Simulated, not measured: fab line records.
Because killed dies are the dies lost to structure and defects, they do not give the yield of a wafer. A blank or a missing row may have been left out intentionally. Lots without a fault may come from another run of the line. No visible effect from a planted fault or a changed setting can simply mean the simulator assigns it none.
fab line records | flow rit_cmos
record: lots: 5 wafers: 27
route steps=202 shown M1@192
start_h: start of the lot's first displayed wafer, in hours after the record's first day | wait_h: hours since the lot's step before | " unchanged from the row above | L1.1+2: several wafers, shown together as one row | - no value present, or no start provided | * or withheld: withheld | < > ~ a bound
route shown NAME@n: NAME is a module with steps in the file, n the number in the route of the first one | usual: the fault-free wafers' mean and standard deviation | same: alike in all rows | chamber/n: place in a boat | sites: each site's reading | _std_site: standard deviation across them | _edge_site: the outer-site mean with the inner-site mean subtracted | radius_mm: how far each site lies from the wafer's centre | mask NAME#n: copy n | behind: the most recent tool/chamber to have shaped the wafer | hold: reason for holding the lot/hours on hold/outcome of the hold | device: the n, p or np transistor that did not switch | end of line: tests of these same wafers at the route's end | for a step that has no rows: nothing shown but its recipe | killed: not the wafer's yield, but the dies lost to structure and defects at the first sort | map: shows each die of a wafer: x if killed, . if not, _ if none is there
set.NAME: the setting that was run; set.NAME@STEP: the one run at that earlier step | model.NAME: the simulator's own value behind a step, which no gauge read
lots with deliberately changed settings; one table per step, one row per wafer
== steps ==
step: RIT_M1_DEVELOP_08
recipe: resist: NOVOLAK develop_time_s: 68 dev_temp_c: 23
columns lot.wafer tool chamber start_h wait_h set.develop_time_s
L077.2+3+6 litho_track-02 0 - - 68
L078.1+2+3+4+5+6 litho_track-01 0 - - 68
L080.1+3+6 litho_track-02 0 - - 102.7
L080.2+4+5 " 0 " " 68
L081.1+2+6 litho_track-03 0 - - 68
L081.3+4+5 " 0 " " 94.17
L084.1+2+3+4+5+6 litho_track-02 0 - - 68
step: RIT_M1_CD_MEAS_09
recipe: target_cd_nm: 2600
usual: cd_nm: 2600.0/2.4
columns lot.wafer tool chamber start_h wait_h set.develop_time_s@M1_DEVELOP_08 cd_nm
L077.2 cd_sem-01 - 74.15 - 68 2596.6
L077.3 " - " " 68 2598.6
L077.6 " - " " 68 2599.6
L078.1 cd_sem-01 - 77.62 - 68 2600.7
L078.2 " - " " 68 2602.0
L078.3 " - " " 68 2599.6
L078.4 " - " " 68 2599.3
L078.5 " - " " 68 2602.8
L078.6 " - " " 68 2602.0
L080.1 cd_sem-01 - 89.56 - 102.7 2560.8
L080.2 " - " " 68 2599.2
L080.3 " - " " 102.7 2563.6
L080.4 " - " " 68 2599.2
L080.5 " - " " 68 2601.0
L080.6 " - " " 102.7 2565.3
L081.1 cd_sem-01 - 94.38 - 68 2598.1
L081.2 " - " " 68 2599.7
L081.3 " - " " 94.17 2570.4
L081.4 " - " " 94.17 2571.5
L081.5 " - " " 94.17 2572.6
L081.6 " - " " 68 2598.6
L084.1 cd_sem-01 - 106.42 - 68 2598.4
L084.2 " - " " 68 2600.3
L084.3 " - " " 68 2599.9
L084.4 " - " " 68 2600.0
L084.5 " - " " 68 2597.0
L084.6 " - " " 68 2598.6
step: RIT_M1_HARDBAKE_11
recipe: resist: NOVOLAK temp_c: 140 time_s: 120
step: RIT_M1_METAL_ETCH_12
recipe: stop_on: SiO2 chemistry: Cl2/BCl3 target: Al time_s: 165 over_etch_frac: 0.5 pressure_mtorr: 100 target_depth_a: 6000 rf_w: 250 Cl2_flow_sccm: 60 bcl3_flow_sccm: 50
columns lot.wafer tool chamber start_h wait_h set.develop_time_s@M1_DEVELOP_08 model.M1.cd_nm
L077.2 rie_metal-03 0 74.59 0.2 68 2597
L077.3 " 0 " " 68 2600
L077.6 " 0 " " 68 2599
L078.1 rie_metal-04 0 78.03 0.2 68 2595
L078.2+5 " 1 " " 68 2602
L078.3 " 1 " " 68 2600
L078.4 " 0 " " 68 2594
L078.6 " 0 " " 68 2597
L080.1 rie_metal-03 0 89.96 0.2 102.7 2561
L080.2 " 1 " " 68 2604
L080.3 " 0 " " 102.7 2565
L080.4 " 1 " " 68 2603
L080.5 " 1 " " 68 2605
L080.6 " 0 " " 102.7 2567
L081.1 rie_metal-04 0 94.79 0.2 68 2594
L081.2 " 1 " " 68 2601
L081.3 " 1 " " 94.17 2572
L081.4 " 0 " " 94.17 2567
L081.5 " 0 " " 94.17 2568
L081.6 " 1 " " 68 2600
L084.1+3+6 rie_metal-04 0 106.83 0.2 68 2592
L084.2 " 1 " " 68 2602
L084.4 " 1 " " 68 2601
L084.5 " 1 " " 68 2599
step: RIT_M1_STRIP_13
recipe: chemistry: nmp resist: NOVOLAK temp_c: 80 time_s: 600 dry: n2_spin
step: RIT_M1_STRIP_14
recipe: chemistry: O2 time_s: 180 platen_temp_c: withheld power_w: 500 pressure_mtorr: 4000 o2_flow_sccm: 4000
step: RIT_M1_CD_MEAS_90
recipe: target_cd_nm: 2600
usual: cd_nm: 2600/3.9
columns lot.wafer tool chamber start_h wait_h set.develop_time_s@M1_DEVELOP_08 cd_nm
L077.2 cd_sem-01 - 75.23 0.1 68 2597
L077.3 " - " " 68 2600
L077.6 " - " " 68 2599
L078.1 cd_sem-02 - 78.54 0.1 68 2595
L078.2 " - " " 68 2602
L078.3 " - " " 68 2600
L078.4 " - " " 68 2595
L078.5 " - " " 68 2602
L078.6 " - " " 68 2597
L080.1 cd_sem-02 - 90.48 0.1 102.7 2562
L080.2 " - " " 68 2604
L080.3 " - " " 102.7 2565
L080.4 " - " " 68 2603
L080.5 " - " " 68 2605
L080.6 " - " " 102.7 2567
L081.1 cd_sem-01 - 95.30 0.1 68 2594
L081.2 " - " " 68 2601
L081.3 " - " " 94.17 2571
L081.4 " - " " 94.17 2568
L081.5 " - " " 94.17 2568
L081.6 " - " " 68 2600
L084.1 cd_sem-02 - 107.39 0.1 68 2593
L084.2 " - " " 68 2602
L084.3 " - " " 68 2592
L084.4 " - " " 68 2601
L084.5 " - " " 68 2599
L084.6 " - " " 68 2592
step: RIT_M1_ANNEAL_15
recipe: temp_c: 448.7 time_s: 1800 ambient: forming_gas_H2N2
step: RIT_M1_PROBE_99
usual: killed_at_contacts: 0.1/0.25 killed_at_front_end: 6.8/2.9 killed_dies: 6.8/2.9 killed_open: 3.3/1.9 killed_short: 3.4/2
same: gross_dies: 264 killed_at_M0_to_M3: 0 killed_at_M4_up: 0 killed_at_back_side: 0 killed_at_other: 0
columns lot.wafer tool chamber start_h wait_h set.develop_time_s@ACTIVE_DEVELOP_10 set.ox_time_s@FOX2_OXIDATION_00 set.time_s@SILICIDE_SPUTTER_01 set.develop_time_s@M1_DEVELOP_08 killed_at_contacts killed_at_front_end killed_dies killed_open killed_short model.etest.nldd.width_nm model.etest.npoly_line.line_ohm_um model.etest.ppoly_line.line_ohm_um model.etest.m1.width_nm model.etest.nplus_sal.width_nm model.etest.pwell.rs_ohm_sq
L077.2 prober-01 - 77.00 0.1 50 1130 240 68 0 3 3 0 3 3179 170.3 166.9 2594 3468 419.9
L077.3 prober-01 - 77.05 0.2 50 1130 240 68 0 4 4 2 2 3179 177.2 170.1 2603 3453 410.8
L077.6 prober-01 - 77.20 0.2 50 1130 240 68 0 4 4 2 2 3164 172.6 165.2 2600 3460 414
L078.1 prober-02 - 80.28 0.1 61.07 1130 240 68 0 10 10 4 6 3147 173.7 165.1 2597 3432 410.5
L078.2 prober-02 - 80.33 0.1 61.07 1130 240 68 0 9 9 4 5 3141 176.4 171.3 2604 3440 407.9
L078.3 prober-02 - 80.38 0.2 50 1130 240 68 0 264 264 3 6 - - - 2594 - -
L078.4 prober-02 - 80.43 0.2 50 1130 240 68 1 263 264 7 8 - - - 2592 - -
L078.5 prober-02 - 80.48 0.2 50 1130 240 68 1 6 7 2 5 3189 170.9 163.5 2600 3493 408
L078.6 prober-02 - 80.53 0.2 61.07 1130 240 68 0 264 264 3 3 - - - 2598 - -
L080.1 prober-02 - 92.22 0.1 50 1130 150.5 102.7 0 11 11 5 6 3184 219.7 211.2 2560 3477 419.5
L080.2 prober-02 - 92.27 0.1 37.17 1130 150.5 68 0 8 8 2 6 3194 221 207.9 2606 3479 410.9
L080.3 prober-02 - 92.32 0.2 50 1130 240 102.7 0 4 4 2 2 3177 160.7 155.3 2566 3433 417
L080.4 prober-02 - 92.37 0.2 37.17 1130 240 68 0 10 10 6 4 3194 159.3 154.3 2607 3490 412.3
L080.5 prober-02 - 92.42 0.2 50 1130 240 68 0 4 4 2 2 3156 160.1 153.7 2610 3435 416
L080.6 prober-02 - 92.47 0.2 37.17 1130 150.5 102.7 0 5 5 2 3 3203 225 211.3 2575 3488 408.7
L081.1 prober-01 - 97.04 0.1 50 1605 240 68 0 5 5 0 4 3012 170.1 161.2 2589 3389 442.9
L081.2 prober-01 - 97.09 0.1 66.7 1605 240 68 0 7 7 3 3 3018 166.5 160.6 2605 3323 438.1
L081.3 prober-01 - 97.14 0.2 66.7 1605 240 94.17 0 264 264 6 3 - - - 2570 - -
L081.4 prober-01 - 97.19 0.2 50 1605 135.9 94.17 0 264 264 2 2 - - - 2566 - -
L081.5 prober-01 - 97.24 0.2 66.7 1605 135.9 94.17 0 4 4 1 2 2990 244.1 226.6 2564 3341 444.9
L081.6 prober-01 - 97.29 0.2 50 1605 135.9 68 0 264 264 1 0 - - - 2606 - -
L084.1 prober-02 - 109.13 0.1 50 873.7 240 68 0 264 264 5 2 - - - 2589 - -
L084.2 prober-02 - 109.18 0.1 50 873.7 240 68 0 6 6 2 4 3224 167.9 161.2 2606 3479 402.9
L084.3 prober-02 - 109.23 0.2 26.22 873.7 240 68 0 264 264 3 2 - - - 2595 - -
L084.4 prober-02 - 109.28 0.2 26.22 873.7 240 68 0 10 10 3 7 3287 169.1 160.6 2600 3542 403.9
L084.5 prober-02 - 109.33 0.2 50 873.7 240 68 0 6 6 1 5 3203 166.4 161.4 2596 3491 401.7
L084.6 prober-02 - 109.38 0.2 26.22 873.7 240 68 0 264 264 6 6 - - - 2587 - -
killed by level:class
L077.2 FOX1:geometric_particle:short=1 FOX2:geometric_particle:short=1 GATE:geometric_particle:short=1
L077.3 GATE:geometric_particle:short=2 GATE:geometric_particle:open=1 SILICIDE:geometric_particle:open=1
L077.6 GATE:geometric_particle:open=2 FOX1:geometric_particle:short=1 SILICIDE:geometric_particle:short=1
L078.1 SPACER:geometric_particle:short=3 REOX:geometric_particle:short=2 SILICIDE:geometric_particle:open=2 GATE:geometric_particle:short=1 GATE:geometric_particle:open=1 SPACER:geometric_particle:open=1
L078.2 GATE:geometric_particle:short=3 GATE:geometric_particle:open=3 SPACER:geometric_particle:short=1 SPACER:geometric_particle:open=1 SILICIDE:geometric_particle:short=1
L078.3 SPACER:area_etchback=255 GATE:geometric_particle:short=2 GATE:geometric_particle:open=2 SILICIDE:geometric_particle:short=2 FOX1:geometric_particle:short=1 SPACER:geometric_particle:short=1 SILICIDE:geometric_particle:open=1
L078.4 SPACER:area_etchback=249 GATE:geometric_particle:open=4 GATE:geometric_particle:short=3 FOX2:geometric_particle:open=2 SPACER:geometric_particle:short=2 FOX2:geometric_particle:short=1 SPACER:geometric_particle:open=1 SILICIDE:geometric_particle:short=1
L078.5 FOX2:geometric_particle:short=1 GATE:geometric_particle:short=1 SPACER:geometric_particle:short=1 SPACER:geometric_particle:open=1 SILICIDE:geometric_particle:short=1 SILICIDE:geometric_particle:open=1 CONTACT:geometric_particle:short=1
L078.6 SPACER:area_etchback=258 GATE:geometric_particle:short=3 FOX1:geometric_particle:open=1 SPACER:geometric_particle:open=1 SILICIDE:geometric_particle:open=1
L080.1 FOX2:geometric_particle:open=2 GATE:geometric_particle:open=2 ACTIVE:geometric_particle:open=1 FOX1:geometric_particle:short=1 FOX2:geometric_particle:short=1 GATE:geometric_particle:short=1 REOX:geometric_particle:short=1 SPACER:geometric_particle:short=1
L080.2 GATE:geometric_particle:short=3 GATE:geometric_particle:open=2 SILICIDE:geometric_particle:short=2 FOX2:geometric_particle:short=1
L080.3 GATE:geometric_particle:open=2 GATE:geometric_particle:short=1 SPACER:geometric_particle:short=1
L080.4 GATE:geometric_particle:open=3 SILICIDE:geometric_particle:short=2 FOX1:geometric_particle:open=1 GATE:geometric_particle:short=1 REOX:geometric_particle:open=1 SPACER:geometric_particle:open=1 SPACER:geometric_particle:short=1
L080.5 GATE:geometric_particle:open=2 ACTIVE:geometric_particle:short=1 GATE:geometric_particle:short=1
L080.6 GATE:geometric_particle:short=2 FOX2:geometric_particle:open=1 GATE:geometric_particle:open=1 REOX:geometric_particle:short=1
L081.1 GATE:geometric_particle:short=3 REOX:geometric_particle:short=1 PRETRO:coat_microbubble_printed=1
L081.2 GATE:geometric_particle:open=2 GATE:geometric_particle:short=2 FOX1:geometric_particle:short=1 FOX2:geometric_particle:open=1 PRETRO:coat_microbubble_printed=1
L081.3 SPACER:area_etchback=255 GATE:geometric_particle:open=4 FOX2:geometric_particle:open=2 GATE:geometric_particle:short=2 FOX2:geometric_particle:short=1
L081.4 SPACER:area_etchback=259 GATE:geometric_particle:open=2 FOX2:geometric_particle:short=1 GATE:geometric_particle:short=1 PRETRO:coat_microbubble_printed=1
L081.5 GATE:geometric_particle:open=1 GATE:geometric_particle:short=1 SILICIDE:geometric_particle:short=1 PRETRO:coat_microbubble_printed=1
L081.6 SPACER:area_etchback=263 FOX2:geometric_particle:open=1
L084.1 SPACER:area_etchback=257 FOX1:geometric_particle:open=2 GATE:geometric_particle:short=2 FOX2:geometric_particle:open=1 GATE:geometric_particle:open=1 SPACER:geometric_particle:open=1
L084.2 GATE:geometric_particle:short=2 SPACER:geometric_particle:short=2 FOX1:geometric_particle:open=1 FOX2:geometric_particle:open=1
L084.3 SPACER:area_etchback=259 GATE:geometric_particle:short=2 GATE:geometric_particle:open=2 REOX:geometric_particle:open=1
L084.4 SPACER:geometric_particle:short=3 FOX1:geometric_particle:short=2 FOX1:geometric_particle:open=1 FOX2:geometric_particle:short=1 GATE:geometric_particle:short=1 GATE:geometric_particle:open=1 SILICIDE:geometric_particle:open=1
L084.5 FOX1:geometric_particle:short=3 GATE:geometric_particle:short=2 FOX2:geometric_particle:open=1
L084.6 SPACER:area_etchback=252 GATE:geometric_particle:open=4 GATE:geometric_particle:short=3 SILICIDE:geometric_particle:open=2 FOX1:geometric_particle:short=1 REOX:geometric_particle:short=1 SPACER:geometric_particle:short=1
== key ==
split: step: RIT_M1_DEVELOP_08 setting: develop_time_s stated: 68 by: wafer
response: step: RIT_M1_CD_MEAS_09 reading: cd_nm change: -0.715 per: 1% r: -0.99
response: step: RIT_M1_METAL_ETCH_12 reading: model.M1.cd_nm change: -0.77 per: 1% r: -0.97
response: step: RIT_M1_CD_MEAS_90 reading: cd_nm change: -0.769 per: 1% r: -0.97
response: step: RIT_M1_PROBE_99 reading: model.etest.m1.width_nm change: -0.826 per: 1% r: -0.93
split outside_this_file step=RIT_ACTIVE_DEVELOP_10 setting=develop_time_s
split outside_this_file step=RIT_FOX2_OXIDATION_00 setting=ox_time_s
split outside_this_file step=RIT_SILICIDE_SPUTTER_01 setting=time_s
split outside_this_file: this setting was split too, and the file shows its column; the key of that split is in another file
